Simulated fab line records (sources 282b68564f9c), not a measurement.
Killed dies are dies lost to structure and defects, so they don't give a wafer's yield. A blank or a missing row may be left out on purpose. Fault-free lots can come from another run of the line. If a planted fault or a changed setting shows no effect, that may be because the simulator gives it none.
fab line records	flow ritCmos
record lots=7	wafers=21	lastDay=7
route steps=202 shown GATE@89 REOX@98 NLDD@103 PLDD@114 SPACER@125 M1@202
lots that met no fault: from a run of the same line without faults
startH: the number of hours between the record's first day and the start of the first shown wafer of the lot	waitH: hours since the lot's step before	" same as the row above	L1.1+2: a single row standing in for several wafers	- no value present, or no start provided	* or withheld: withheld	< > ~ a bound
route shown NAME@n: NAME is a module with steps in the file, n the number in the route of the first one	usual: mean and standard deviation over wafers with no fault	same: alike in all rows	chamber/n: place in a boat	sites: readings site by site	_std_site: their standard deviation	_edge_site: inner sites' mean taken away from outer sites' mean	radiusMm: how far each site lies from the wafer's centre	mask NAME#n: copy n	behind: tool/chamber where the wafer was last shaped	hold: why the lot went on hold/how many hours it stayed there/how the hold came to an end	device: the transistor (n, p or np) that didn't switch	end of line: at the end of the route, the tests of the same wafers	step lacking rows: just its recipe	killed: the dies lost at the first sort to structure and to defects; this is not the yield of the wafer	map: per-die view of a wafer (x killed, . not killed, _ where there is no die)
set.NAME: the setting that was run; set.NAME@STEP: the one run at that earlier step	model.NAME: the simulator's own value behind a step, which no gauge read
lots at some steps of the route; a table a step, a row a wafer
services: a tool's chamber out of use, with start hour (startH, from the record's first day; less than 0 if before it), hours out, and reason
## steps
# step RIT_GATE_EXPOSE_13
# recipe maskId=M6	na=0.6	sourceShape=conventional	sigmaOuter=0.6	targetCdNm=150	doseMj=380
# step RIT_GATE_PEB_14
# recipe resist=NOVOLAK	tempC=withheld	timeS=withheld
# step RIT_GATE_DEVELOP_15
# recipe resist=NOVOLAK	developTimeS=50	devTempC=23
# step RIT_GATE_CD_MEAS_16
# recipe targetCdNm=150
# usual cdNm=150.7/2.5
lot.wafer	tool	chamber	startH	waitH	cdNm
L645.2	cdSem-01	-	47.31	-	150.3
L645.3	"	-	"	"	150.7
L645.5	"	-	"	"	150.9
L647.2	cdSem-01	-	53.16	-	153.6
L647.4	"	-	"	"	153.9
L647.5	"	-	"	"	154.6
L649.3	cdSem-02	-	65.84	-	152.8
L649.5	"	-	"	"	152.9
L649.6	"	-	"	"	152.0
L650.1	cdSem-01	-	68.76	-	150.0
L650.2	"	-	"	"	147.7
L650.3	"	-	"	"	151.2
L651.1	cdSem-01	-	72.57	-	152.5
L651.2	"	-	"	"	151.1
L651.3	"	-	"	"	154.8
L654.3	cdSem-02	-	90.15	-	150.5
L654.5	"	-	"	"	149.9
L654.6	"	-	"	"	151.1
L666.1	cdSem-02	-	149.99	-	150.9
L666.2	"	-	"	"	151.3
L666.3	"	-	"	"	151.1
# step RIT_GATE_OVL_MEAS_17
# usual GATE_OVL=0.1/1.5
lot.wafer	tool	chamber	startH	waitH	GATE_OVL[nm]
L645.2	overlay-01	-	47.42	0.1	0.6
L645.3	"	-	"	"	-0.2
L645.5	"	-	"	"	0.1
L647.2	overlay-02	-	53.26	0.1	0.9
L647.4	"	-	"	"	0.8
L647.5	"	-	"	"	1.2
L649.3	overlay-02	-	65.93	0.1	1.0
L649.5	"	-	"	"	0.7
L649.6	"	-	"	"	0.5
L650.1	overlay-01	-	68.88	0.1	-1.4
L650.2	"	-	"	"	-1.4
L650.3	"	-	"	"	-0.2
L651.1	overlay-01	-	72.69	0.1	-0.1
L651.2	"	-	"	"	0.7
L651.3	"	-	"	"	0.8
L654.3	overlay-02	-	90.25	0.1	-0.5
L654.5	"	-	"	"	-0.4
L654.6	"	-	"	"	-2.0
L666.1	overlay-01	-	150.11	0.1	-1.6
L666.2	"	-	"	"	-1.8
L666.3	"	-	"	"	-1.5
# step RIT_GATE_HARDBAKE_18
# recipe resist=NOVOLAK	tempC=140	timeS=60
# step RIT_GATE_ETCH_19
# recipe chemistry=SF6/CHF3/O2	timeS=165	SF6_flow_sccm=30	CHF3_flow_sccm=30	O2_flow_sccm=5	target=poly-Si	pressureMtorr=40	rfW=160	targetDepthA=3125	overEtchFrac=0.25	stopOn=SiO2
# usual drypumpMotorCurrentA=5.6/0.4	oesProductAu=0.859/0.014	throttleValvePct=10.25/0.11
lot.wafer	tool	chamber	startH	waitH	drypumpMotorCurrentA	oesProductAu	rfHoursCounterH	throttleValvePct
L645.2	rieSi-02	0	47.71	0.1	6.2	0.861	99	10.04
L645.3	"	3	"	"	5.0	0.870	1	10.19
L645.5	"	2	"	"	5.3	0.871	-	10.29
L647.2	rieSi-02	3	53.57	0.1	5.0	0.862	1	10.19
L647.4	"	1	"	"	5.3	0.852	42	10.23
L647.5	"	0	"	"	6.2	0.850	-	10.05
L649.3	rieSi-02	1	66.10	0.1	5.3	0.864	42	10.25
L649.5	"	1	"	"	5.3	0.854	-	10.23
L649.6	"	2	"	"	5.3	0.869	-	10.30
L650.1	rieSi-01	3	69.07	0.1	5.8	0.863	132	10.42
L650.2	"	2	"	"	5.8	0.841	1	10.34
L650.3	"	0	"	"	6.1	0.845	82	10.31
L651.1	rieSi-02	2	73.00	0.1	5.3	0.865	89	10.31
L651.2	"	1	"	"	5.2	0.869	42	10.24
L651.3	"	0	"	"	6.2	0.865	99	10.04
L654.3	rieSi-01	2	90.42	0.1	5.8	0.844	1	10.33
L654.5	"	0	"	"	6.1	0.845	-	10.29
L654.6	"	2	"	"	5.8	0.851	-	10.33
L666.1	rieSi-01	1	150.30	0.1	5.5	0.843	0	10.10
L666.2	"	2	"	"	5.8	0.850	2	10.35
L666.3	"	0	"	"	6.1	0.851	83	10.30
# step RIT_GATE_STRIP_20
# recipe chemistry=O2	timeS=180	resist=NOVOLAK	platenTempC=withheld	powerW=500	pressureMtorr=4000	o2FlowSccm=4000
# usual drypumpMotorCurrentA=5.8/0.45
lot.wafer	tool	chamber	startH	waitH	drypumpMotorCurrentA	rfHoursCounterH
L645.2	plasmaAsher-04	0	47.82	0.1	6.2	39
L645.3	"	0	"	"	6.2	-
L645.5	"	0	"	"	6.2	-
L647.2	plasmaAsher-01	1	53.68	0.1	6.2	42
L647.4	"	1	"	"	6.3	-
L647.5	"	0	"	"	5.0	-
L649.3	plasmaAsher-01	1	66.27	0.1	6.3	-
L649.5	"	0	"	"	5.1	-
L649.6	"	1	"	"	6.3	-
L650.1	plasmaAsher-04	1	69.18	0.1	5.5	41
L650.2	"	0	"	"	6.2	41
L650.3	"	0	"	"	6.2	-
L651.1	plasmaAsher-03	0	73.10	0.1	5.9	28
L651.2	"	1	"	"	5.8	28
L651.3	"	1	"	"	5.8	-
L654.3	plasmaAsher-04	1	90.59	0.1	5.5	-
L654.5	"	0	"	"	6.2	-
L654.6	"	1	"	"	5.5	-
L666.1	plasmaAsher-03	0	150.40	0.1	5.9	36
L666.2	"	1	"	"	5.8	36
L666.3	"	0	"	"	5.9	-
# step RIT_GATE_CD_MEAS_90
# recipe targetCdNm=150
# usual cdNm=150.7/2.5
lot.wafer	tool	chamber	startH	waitH	cdNm
L645.2	cdSem-01	-	48.01	0.1	150.5
L645.3	"	-	"	"	150.0
L645.5	"	-	"	"	151.4
L647.2	cdSem-01	-	53.88	0.1	153.9
L647.4	"	-	"	"	154.5
L647.5	"	-	"	"	154.7
L649.3	cdSem-02	-	66.43	0.1	152.9
L649.5	"	-	"	"	153.0
L649.6	"	-	"	"	151.9
L650.1	cdSem-01	-	69.35	0.1	150.0
L650.2	"	-	"	"	147.9
L650.3	"	-	"	"	150.9
L651.1	cdSem-02	-	73.28	0.1	152.5
L651.2	"	-	"	"	151.5
L651.3	"	-	"	"	154.6
L654.3	cdSem-02	-	90.74	0.1	150.6
L654.5	"	-	"	"	149.6
L654.6	"	-	"	"	150.8
L666.1	cdSem-02	-	150.58	0.1	151.3
L666.2	"	-	"	"	151.4
L666.3	"	-	"	"	150.8
# step RIT_REOX_CLEAN_00
# recipe chemistry=SC1	mix=3:3:50	timeS=600	tempC=75
# step RIT_REOX_CLEAN_01
# recipe chemistry=dHF	dilution=50:1	timeS=30
# step RIT_REOX_CLEAN_02
# recipe chemistry=SC2	mix=3:3:50	timeS=600	tempC=75	dry=n2Spin
# step RIT_REOX_OXIDATION_03
# recipe tempC=900	ambient=O2	targetThkA=252	oxTimeS=5580
# usual spikeTcCentreC=901.6/1.4	spikeTcLoadC=925/4.3	spikeTcSourceC=925.6/2	tubeCenterTempC=900.01/0.086	tube_center_temp_C_max=902.4/0.41	zonePowerSourcePct=28.5/0.37
lot.wafer	tool	chamber	startH	waitH	spikeTcCentreC	spikeTcLoadC	spikeTcSourceC	tubeCenterTempC	tube_center_temp_C_max	zonePowerSourcePct	model.SiO2_of_REOX_OXIDATION_03.thkNm
L645.2	furnace-03	0	48.61	0.1	904.4	924	929.4	900.19	901.8	28.6	25.39
L645.3	"	0	"	"	903.3	925	926.0	900.01	902.2	28.0	25.73
L645.5	"	0	"	"	902.9	923	928.6	899.91	903.1	29.1	25.43
L647.2	furnace-04	0	54.88	0.3	901.8	917	925.2	900	902.2	28.9	24.88
L647.4	"	0	"	"	900.4	918	926.4	899.77	903.1	29.6	25.12
L647.5	"	0	"	"	899.7	917	926.1	900.01	901.9	28.8	25.25
L649.3	furnace-03	0	67.06	0.2	887.6	911	913.7	885.88	888.7	27.0	21.93
L649.5	"	0	"	"	890.2	910	913.8	885.93	888.4	27.4	22.14
L649.6	"	0	"	"	887.5	911	913.5	886.04	888.2	27.4	21.7
L650.1	furnace-03	0	69.86	0.0	888.2	911	912.7	885.97	888.1	27.5	21.74
L650.2	"	0	"	"	889.5	909	912.2	886.15	888.5	27.3	21.42
L650.3	"	0	"	"	890.7	909	912.8	886.12	888.6	27.4	21.46
L651.1	furnace-01	0	73.78	0.0	900.9	928	923.7	899.97	902.2	28.5	23.73
L651.2	"	0	"	"	901.1	928	924.4	900.15	902.4	28.4	24.12
L651.3	"	0	"	"	901.0	928	925.9	900.01	902.4	28.5	23.68
L654.3	furnace-03	0	92.05	0.9	888.2	909	913.6	886.2	889.3	27.3	21.18
L654.5	"	0	"	"	888.5	910	910.4	886.02	888.3	27.8	20.98
L654.6	"	0	"	"	887.9	910	912.5	886.04	888.6	27.4	21.44
L666.1	furnace-04	0	151.07	0.0	899.4	916	925.0	899.97	902.5	29.2	25.18
L666.2	"	0	"	"	901.8	918	926.6	899.99	902.4	28.8	25.19
L666.3	"	0	"	"	899.9	919	924.4	899.96	901.8	29.3	25.11
# step RIT_REOX_THK_MEAS_04
# recipe reads=SiO2_of_REOX_OXIDATION_03
# usual REOX_OXIDE_THK=24.8/0.57
lot.wafer	tool	chamber	startH	waitH	REOX_OXIDE_THK[nm]
L645.2	filmMetro-04	-	51.17	0.0	25.4
L645.3	"	-	"	"	25.7
L645.5	"	-	"	"	25.4
L647.2	filmMetro-03	-	57.44	0.0	24.9
L647.4	"	-	"	"	25.1
L647.5	"	-	"	"	25.3
L649.3	filmMetro-03	-	69.63	0.0	21.9
L649.5	"	-	"	"	22.1
L649.6	"	-	"	"	21.7
L650.1	filmMetro-03	-	72.41	0.0	21.8
L650.2	"	-	"	"	21.5
L650.3	"	-	"	"	21.5
L651.1	filmMetro-02	-	76.33	0.0	23.8
L651.2	"	-	"	"	24.1
L651.3	"	-	"	"	23.7
L654.3	filmMetro-04	-	94.62	0.0	21.2
L654.5	"	-	"	"	21.0
L654.6	"	-	"	"	21.4
L666.1	filmMetro-03	-	153.62	0.0	25.2
L666.2	"	-	"	"	25.2
L666.3	"	-	"	"	25.0
# step RIT_NLDD_HMDS_00
# recipe primeTimeS=60	primeTempC=140
# step RIT_NLDD_COAT_01
# recipe resist=NOVOLAK	spinRpm=3250	resistThkNm=1000
# step RIT_NLDD_SOFTBAKE_02
# recipe resist=NOVOLAK	tempC=90	timeS=60
# step RIT_NLDD_EXPOSE_03
# recipe maskId=M7	na=0.57	targetCdNm=40700	doseMj=250
# step RIT_NLDD_PEB_04
# recipe resist=NOVOLAK	tempC=withheld	timeS=withheld
# step RIT_NLDD_DEVELOP_05
# recipe resist=NOVOLAK	developTimeS=50	devTempC=23
# step RIT_NLDD_OVL_MEAS_06
# usual NLDD_OVL=0.1/1.4
lot.wafer	tool	chamber	startH	waitH	NLDD_OVL[nm]
L645.2	overlay-02	-	52.07	-	2.0
L645.3	"	-	"	"	1.8
L645.5	"	-	"	"	0.1
L647.2	overlay-01	-	58.34	-	0.2
L647.4	"	-	"	"	-0.7
L647.5	"	-	"	"	-1.2
L649.3	overlay-01	-	70.65	-	-0.4
L649.5	"	-	"	"	-0.7
L649.6	"	-	"	"	-3.0
L650.1	overlay-02	-	73.58	-	1.9
L650.2	"	-	"	"	1.5
L650.3	"	-	"	"	1.9
L651.1	overlay-02	-	77.24	-	-0.4
L651.2	"	-	"	"	-1.5
L651.3	"	-	"	"	-1.7
L654.3	overlay-02	-	95.65	-	0.4
L654.5	"	-	"	"	1.8
L654.6	"	-	"	"	1.3
L666.1	overlay-02	-	154.73	-	0.7
L666.2	"	-	"	"	-0.8
L666.3	"	-	"	"	-0.1
# step RIT_NLDD_HARDBAKE_07
# recipe resist=NOVOLAK	tempC=140	timeS=60
# step RIT_NLDD_IMPLANT_08
# recipe species=P	energyKev=20	doseCm2=5e+14	tiltDeg=7
# step RIT_NLDD_STRIP_09
# recipe chemistry=O2	timeS=180	resist=NOVOLAK	platenTempC=withheld	powerW=500	pressureMtorr=4000	o2FlowSccm=4000
# usual drypumpMotorCurrentA=6.00/0.28
lot.wafer	tool	chamber	startH	waitH	drypumpMotorCurrentA	rfHoursCounterH
L645.2	plasmaAsher-04	0	52.40	0.1	6.23	40
L645.3	"	0	"	"	6.21	-
L645.5	"	0	"	"	6.22	-
L647.2	plasmaAsher-04	1	58.67	0.1	5.52	40
L647.4	"	0	"	"	6.25	-
L647.5	"	0	"	"	6.20	-
L649.3	plasmaAsher-03	1	71.04	0.1	5.83	-
L649.5	"	1	"	"	5.82	-
L649.6	"	0	"	"	5.93	-
L650.1	plasmaAsher-03	1	73.92	0.1	5.82	28
L650.2	"	0	"	"	5.94	28
L650.3	"	1	"	"	5.82	-
L651.1	plasmaAsher-02	0	77.58	0.1	6.34	44
L651.2	"	1	"	"	5.93	44
L651.3	"	1	"	"	5.91	-
L654.3	plasmaAsher-04	1	96.03	0.1	5.53	-
L654.5	"	1	"	"	5.52	-
L654.6	"	0	"	"	6.22	-
L666.1	plasmaAsher-03	0	155.06	0.1	5.93	36
L666.2	"	1	"	"	5.81	36
L666.3	"	1	"	"	5.81	-
# step RIT_NLDD_TW_MEAS_10
# usual NLDD_TW=2490/26
lot.wafer	tool	chamber	startH	waitH	NLDD_TW
L645.2	filmMetro-01	-	52.59	0.1	2475
L645.3	"	-	"	"	2467
L645.5	"	-	"	"	2474
L647.2	filmMetro-04	-	58.86	0.1	2490
L647.4	"	-	"	"	2492
L647.5	"	-	"	"	2487
L649.3	filmMetro-03	-	71.17	0.1	2520
L649.5	"	-	"	"	2526
L649.6	"	-	"	"	2526
L650.1	filmMetro-01	-	74.09	0.1	2490
L650.2	"	-	"	"	2493
L650.3	"	-	"	"	2491
L651.1	filmMetro-01	-	77.75	0.1	2481
L651.2	"	-	"	"	2494
L651.3	"	-	"	"	2503
L654.3	filmMetro-01	-	96.17	0.1	2465
L654.5	"	-	"	"	2467
L654.6	"	-	"	"	2459
L666.1	filmMetro-03	-	155.24	0.1	2521
L666.2	"	-	"	"	2521
L666.3	"	-	"	"	2516
# step RIT_PLDD_HMDS_00
# recipe primeTimeS=60	primeTempC=140
# step RIT_PLDD_COAT_01
# recipe resist=NOVOLAK	spinRpm=3250	resistThkNm=1000
# step RIT_PLDD_SOFTBAKE_02
# recipe resist=NOVOLAK	tempC=90	timeS=60
# step RIT_PLDD_EXPOSE_03
# recipe maskId=M8	na=0.57	targetCdNm=40900	doseMj=250
# step RIT_PLDD_PEB_04
# recipe resist=NOVOLAK	tempC=withheld	timeS=withheld
# step RIT_PLDD_DEVELOP_05
# recipe resist=NOVOLAK	developTimeS=50	devTempC=23
# step RIT_PLDD_OVL_MEAS_06
# usual PLDD_OVL=0.3/1.2
lot.wafer	tool	chamber	startH	waitH	PLDD_OVL[nm]
L645.2	overlay-02	-	53.86	-	-1.1
L645.3	"	-	"	"	0.3
L645.5	"	-	"	"	1.0
L647.2	overlay-01	-	59.89	-	-0.8
L647.4	"	-	"	"	-1.2
L647.5	"	-	"	"	0.2
L649.3	overlay-01	-	72.31	-	0.7
L649.5	"	-	"	"	2.0
L649.6	"	-	"	"	0.1
L650.1	overlay-01	-	75.13	-	-0.3
L650.2	"	-	"	"	-1.6
L650.3	"	-	"	"	-2.7
L651.1	overlay-02	-	78.79	-	0.5
L651.2	"	-	"	"	2.1
L651.3	"	-	"	"	0.4
L654.3	overlay-02	-	97.20	-	1.5
L654.5	"	-	"	"	0.9
L654.6	"	-	"	"	1.0
L666.1	overlay-01	-	156.27	-	-0.1
L666.2	"	-	"	"	-0.1
L666.3	"	-	"	"	0.8
# step RIT_PLDD_HARDBAKE_07
# recipe resist=NOVOLAK	tempC=140	timeS=60
# step RIT_PLDD_IMPLANT_08
# recipe species=BF2	energyKev=20	doseCm2=9e+14	tiltDeg=7
# step RIT_PLDD_STRIP_09
# recipe chemistry=O2	timeS=180	resist=NOVOLAK	platenTempC=withheld	powerW=500	pressureMtorr=4000	o2FlowSccm=4000
# usual drypumpMotorCurrentA=5.8/0.52
lot.wafer	tool	chamber	startH	waitH	drypumpMotorCurrentA	rfHoursCounterH
L645.2	plasmaAsher-01	0	54.19	0.1	5.1	42
L645.3	"	1	"	"	6.3	-
L645.5	"	0	"	"	5.1	-
L647.2	plasmaAsher-04	1	60.22	0.1	5.5	40
L647.4	"	1	"	"	5.5	-
L647.5	"	1	"	"	5.5	-
L649.3	plasmaAsher-02	0	72.69	0.1	6.3	-
L649.5	"	0	"	"	6.3	-
L649.6	"	1	"	"	5.9	-
L650.1	plasmaAsher-04	1	75.46	0.1	5.5	42
L650.2	"	0	"	"	6.2	42
L650.3	"	0	"	"	6.2	-
L651.1	plasmaAsher-01	0	79.12	0.1	5.1	44
L651.2	"	1	"	"	6.3	44
L651.3	"	1	"	"	6.2	-
L654.3	plasmaAsher-04	1	97.58	0.1	5.5	-
L654.5	"	1	"	"	5.5	-
L654.6	"	0	"	"	6.2	-
L666.1	plasmaAsher-02	1	156.61	0.1	5.9	53
L666.2	"	0	"	"	6.3	53
L666.3	"	1	"	"	5.9	-
# step RIT_PLDD_TW_MEAS_10
# usual PLDD_TW=2361/18
lot.wafer	tool	chamber	startH	waitH	PLDD_TW
L645.2	filmMetro-03	-	54.38	0.1	2374
L645.3	"	-	"	"	2376
L645.5	"	-	"	"	2379
L647.2	filmMetro-04	-	60.40	0.1	2351
L647.4	"	-	"	"	2347
L647.5	"	-	"	"	2353
L649.3	filmMetro-01	-	72.82	0.1	2347
L649.5	"	-	"	"	2352
L649.6	"	-	"	"	2346
L650.1	filmMetro-04	-	75.64	0.1	2362
L650.2	"	-	"	"	2364
L650.3	"	-	"	"	2355
L651.1	filmMetro-03	-	79.30	0.1	2368
L651.2	"	-	"	"	2377
L651.3	"	-	"	"	2366
L654.3	filmMetro-04	-	97.72	0.1	2351
L654.5	"	-	"	"	2361
L654.6	"	-	"	"	2350
L666.1	filmMetro-04	-	156.78	0.1	2363
L666.2	"	-	"	"	2359
L666.3	"	-	"	"	2361
# step RIT_SPACER_CLEAN_00
# recipe chemistry=SC1	mix=3:3:50	timeS=600	tempC=75
# usual bathHeatDutyPct=16.4/1.5
lot.wafer	tool	chamber	startH	waitH	bathHeatDutyPct	model.SiO2_of_REOX_OXIDATION_03.thkNm
L645.2	wetBench-01	1	54.43	0.0	16.1	23.45
L645.3	"	1	"	"	16.8	23.76
L645.5	"	1	"	"	16.9	23.49
L647.2	wetBench-02	0	60.45	0.0	15.5	22.95
L647.4	"	0	"	"	13.8	23.18
L647.5	"	0	"	"	14.3	23.29
L649.3	wetBench-01	2	72.86	0.0	15.5	20.24
L649.5	"	2	"	"	17.5	20.44
L649.6	"	2	"	"	16.3	20.03
L650.1	wetBench-03	1	75.70	0.1	17.7	20.08
L650.2	"	1	"	"	20.5	19.79
L650.3	"	1	"	"	19.7	19.82
L651.1	wetBench-03	2	79.36	0.1	15.0	21.91
L651.2	"	2	"	"	15.4	22.27
L651.3	"	2	"	"	14.9	21.87
L654.3	wetBench-03	0	97.76	0.0	16.8	19.54
L654.5	"	0	"	"	16.3	19.35
L654.6	"	0	"	"	16.3	19.78
L666.1	wetBench-02	2	156.84	0.1	16.7	23.25
L666.2	"	2	"	"	17.2	23.25
L666.3	"	2	"	"	16.9	23.19
# step RIT_SPACER_CLEAN_01
# recipe chemistry=dHF	dilution=50:1	timeS=30
# step RIT_M1_PROBE_99
# usual killedAtContacts=0.1/0.24	killedAtFrontEnd=7/3.2	killedDies=7/3.2	killedOnRim=1.9/1.4	killedOpen=3.6/2.1	killedShort=3.5/2
# same grossDies=264	killed_at_M0_to_M3=0	killed_at_M4_up=0	killedAtBackSide=0	killedAtOther=0
lot.wafer	tool	chamber	startH	waitH	killedAtContacts	killedAtFrontEnd	killedDies	killedOnRim	killedOpen	killedShort	model.etest.pmosTurned.rOnOhmUm	model.etest.pmos_0p3.rOnOhmUm	model.etest.pmos_0p15.rOnOhmUm	model.etest.pldd.rsOhmSq	model.etest.nmos_0p15.rOnOhmUm	model.etest.nldd.rsOhmSq	model.etest.nmosTurned.driveUaUm	model.etest.pldd.lineOhmUm
L645.2	prober-01	-	67.78	0.1	0	13	13	6	6	7	3355	6259	2720	481.4	1125	383.7	320.5	151.8
L645.3	prober-01	-	67.83	0.2	0	9	9	4	4	5	3469	6373	2816	494.5	1194	389.4	307.8	154.6
L645.5	prober-01	-	67.93	0.2	0	8	8	3	6	2	3448	6331	2791	483.2	1190	387.8	314.6	150.5
L647.2	prober-01	-	74.21	0.1	0	12	12	3	6	6	3531	6413	2908	483.8	1197	379	321.2	152.9
L647.4	prober-01	-	74.31	0.2	0	4	4	2	4	0	3567	6550	2924	490.8	1174	382.1	319.2	154.1
L647.5	prober-01	-	74.36	0.2	0	6	6	3	3	3	3514	6476	2881	497	1144	384.8	312	155.1
L649.3	prober-01	-	86.39	0.2	0	10	10	3	4	6	3067	6013	2563	369.3	1099	321.1	372.5	116.1
L649.5	prober-01	-	86.49	0.2	0	3	3	0	1	2	3103	6075	2614	373	1111	324.9	362.5	119.8
L649.6	prober-01	-	86.54	0.2	0	6	6	1	2	4	2971	5873	2487	363.5	1072	318.6	378.6	116.2
L650.1	prober-02	-	89.45	0.1	0	3	3	0	2	1	3088	6140	2566	377.7	1095	325.4	387.8	120.1
L650.2	prober-02	-	89.50	0.1	0	1	1	1	0	1	2954	6000	2473	370.9	1052	322.9	399.6	116.3
L650.3	prober-02	-	89.55	0.2	0	1	1	0	1	0	3007	6060	2520	371	1027	324	396.1	117.2
L651.1	prober-01	-	92.62	0.1	0	9	9	2	3	6	3275	6149	2693	428.1	1155	345.6	355.9	134.7
L651.2	prober-01	-	92.67	0.1	0	10	10	3	5	5	3248	6054	2652	444.9	1114	348.8	348	139.3
L651.3	prober-01	-	92.72	0.2	0	6	6	2	2	4	3307	6108	2732	428.5	1129	343	352.6	135.8
L654.3	prober-02	-	111.38	0.2	0	6	6	3	3	3	3065	6147	2565	355.9	1112	316	371.8	111.6
L654.5	prober-02	-	111.48	0.2	0	8	8	4	4	4	3001	6062	2492	350.9	1061	308.7	382.4	110.2
L654.6	prober-02	-	111.53	0.2	0	9	9	0	1	8	3060	6192	2551	362	1090	319.7	366	114.7
L666.1	prober-02	-	170.40	0.1	1	10	11	3	3	8	3366	6239	2728	484.2	1128	371.6	317.7	153.6
L666.2	prober-02	-	170.45	0.1	0	8	8	2	2	6	3386	6236	2737	485.9	1120	369.9	318.2	153.7
L666.3	prober-02	-	170.50	0.2	0	9	9	3	5	4	3412	6277	2748	484.3	1176	369.2	320.2	151.9
# killed by level:class
L645.2 FOX2:geometricParticle:short=2 GATE:geometricParticle:short=2 GATE:geometricParticle:open=2 SPACER:geometricParticle:short=2 SPACER:geometricParticle:open=2 FOX2:geometricParticle:open=1 SILICIDE:geometricParticle:open=1 SILICIDE:geometricParticle:short=1
L645.3 GATE:geometricParticle:short=3 REOX:geometricParticle:open=2 FOX2:geometricParticle:short=1 FOX2:geometricParticle:open=1 GATE:geometricParticle:open=1 SPACER:geometricParticle:short=1
L645.5 GATE:geometricParticle:open=3 SPACER:geometricParticle:open=2 FOX1:geometricParticle:short=1 FOX2:geometricParticle:open=1 GATE:geometricParticle:short=1
L647.2 GATE:geometricParticle:open=3 GATE:geometricParticle:short=2 FOX1:geometricParticle:short=1 FOX2:geometricParticle:open=1 FOX2:geometricParticle:short=1 REOX:geometricParticle:open=1 SPACER:geometricParticle:short=1 SPACER:geometricParticle:open=1
L647.4 FOX1:geometricParticle:open=1 GATE:geometricParticle:open=1 REOX:geometricParticle:open=1 SILICIDE:geometricParticle:open=1
L647.5 GATE:geometricParticle:open=2 FOX2:geometricParticle:short=1 GATE:geometricParticle:short=1 REOX:geometricParticle:short=1 SPACER:geometricParticle:open=1
L649.3 GATE:geometricParticle:short=4 GATE:geometricParticle:open=2 FOX1:geometricParticle:open=1 REOX:geometricParticle:short=1 SPACER:geometricParticle:short=1 SPACER:geometricParticle:open=1
L649.5 GATE:geometricParticle:short=2 FOX1:geometricParticle:open=1
L649.6 GATE:geometricParticle:open=2 FOX2:geometricParticle:short=1 GATE:geometricParticle:short=1 REOX:geometricParticle:short=1 SPACER:geometricParticle:short=1
L650.1 GATE:geometricParticle:short=1 GATE:geometricParticle:open=1 SILICIDE:geometricParticle:open=1
L650.2 GATE:geometricParticle:short=1
L650.3 REOX:geometricParticle:open=1
L651.1 GATE:geometricParticle:open=3 GATE:geometricParticle:short=3 REOX:geometricParticle:short=2 SILICIDE:geometricParticle:short=1
L651.2 GATE:geometricParticle:open=3 GATE:geometricParticle:short=2 FOX2:geometricParticle:short=1 REOX:geometricParticle:open=1 SPACER:geometricParticle:open=1 SPACER:geometricParticle:short=1 SILICIDE:geometricParticle:short=1
L651.3 FOX2:geometricParticle:short=1 FOX2:geometricParticle:open=1 GATE:geometricParticle:short=1 GATE:geometricParticle:open=1 REOX:geometricParticle:short=1 SILICIDE:geometricParticle:short=1
L654.3 SILICIDE:geometricParticle:open=2 FOX2:geometricParticle:short=1 GATE:geometricParticle:open=1 GATE:geometricParticle:short=1 SILICIDE:geometricParticle:short=1
L654.5 GATE:geometricParticle:open=4 GATE:geometricParticle:short=2 FOX1:geometricParticle:short=1 FOX2:geometricParticle:short=1
L654.6 GATE:geometricParticle:short=3 SPACER:geometricParticle:short=2 FOX1:geometricParticle:short=1 GATE:geometricParticle:open=1 REOX:geometricParticle:short=1 SILICIDE:geometricParticle:short=1
L666.1 FOX1:geometricParticle:short=3 GATE:geometricParticle:short=2 FOX1:geometricParticle:open=1 FOX2:geometricParticle:open=1 FOX2:geometricParticle:short=1 SILICIDE:geometricParticle:open=1 SILICIDE:geometricParticle:short=1 CONTACT:geometricParticle:short=1
L666.2 GATE:geometricParticle:short=3 FOX2:geometricParticle:open=1 FOX2:geometricParticle:short=1 GATE:geometricParticle:open=1 REOX:geometricParticle:short=1 SPACER:geometricParticle:short=1
L666.3 GATE:geometricParticle:short=3 FOX2:geometricParticle:open=2 FOX1:geometricParticle:short=1 FOX1:geometricParticle:open=1 GATE:geometricParticle:open=1 SILICIDE:geometricParticle:open=1
## services
tool	chamber	startH	hours	kind
plasmaAsher-03	-	27.07	0.7	repair
furnace-04	-	28.30	3.6	pm
plasmaAsher-02	-	33.44	0.7	repair
rieSi-02	3	63.02	0.9	repair
rieSi-01	1	68.24	-	clean
rieSi-01	1	68.24	23.4	scheduledDown
rieSi-01	1	68.24	23.4	ventCycle
wetBench-02	-	69.78	1.2	repair
rieSi-02	0	92.27	17.3	repair
rieSi-02	3	100.43	4.9	repair
plasmaAsher-04	-	108.75	9.0	pm
plasmaAsher-04	0	108.75	9.0	ventCycle
plasmaAsher-04	1	108.75	9.0	ventCycle
plasmaAsher-03	-	109.64	4.5	repair
plasmaAsher-04	0	117.75	-	clean
plasmaAsher-04	1	117.75	-	clean
rieSi-01	2	122.60	3.7	repair
furnace-03	-	132.80	3.2	pm
plasmaAsher-04	-	135.38	1.3	repair
plasmaAsher-04	-	138.57	1.2	repair
wetBench-03	-	149.80	8.0	repair
## key
firstSign step=RIT_REOX_OXIDATION_03	reading=tubeCenterTempC	direction=down	sigmas=99+	usual=*	struck=*
effect step=RIT_REOX_OXIDATION_03	reading=tube_center_temp_C_max	direction=down	sigmas=34	usual=*	struck=*
effect step=RIT_REOX_THK_MEAS_04	reading=REOX_OXIDE_THK	direction=down	sigmas=5.8	usual=24.8	struck=21.6
modelEffect step=RIT_REOX_OXIDATION_03	value=SiO2_of_REOX_OXIDATION_03.thkNm	without=24.94	struck=21.55
modelEffect step=RIT_SPACER_CLEAN_00	value=SiO2_of_REOX_OXIDATION_03.thkNm	without=23.02	struck=19.9
modelEffect step=RIT_M1_PROBE_99	value=etest.pmosTurned.rOnOhmUm	without=3414	struck=3035
metAt RIT_REOX_OXIDATION_03
struckWafers L649.3,L649.5,L649.6,L650.1,L650.2,L650.3,L654.3,L654.5,L654.6
testerLeftOut L649,L650,L654
fault kind=processParameterDrift	tool=furnace-03	chamber=-	onsetH=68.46	steps=RIT_REOX_OXIDATION_03	channel=tempC	offset=*	shape=step	endH=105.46	actsIn=*	stated=*
# testerLeftOut: of these lots the tester's yield and bins aren't shown, on N5 and GAA mostly nor the transistor test; their killed dies are dies lost to structure and defects alone, not to doping, threshold or leakage, so they don't give the yield
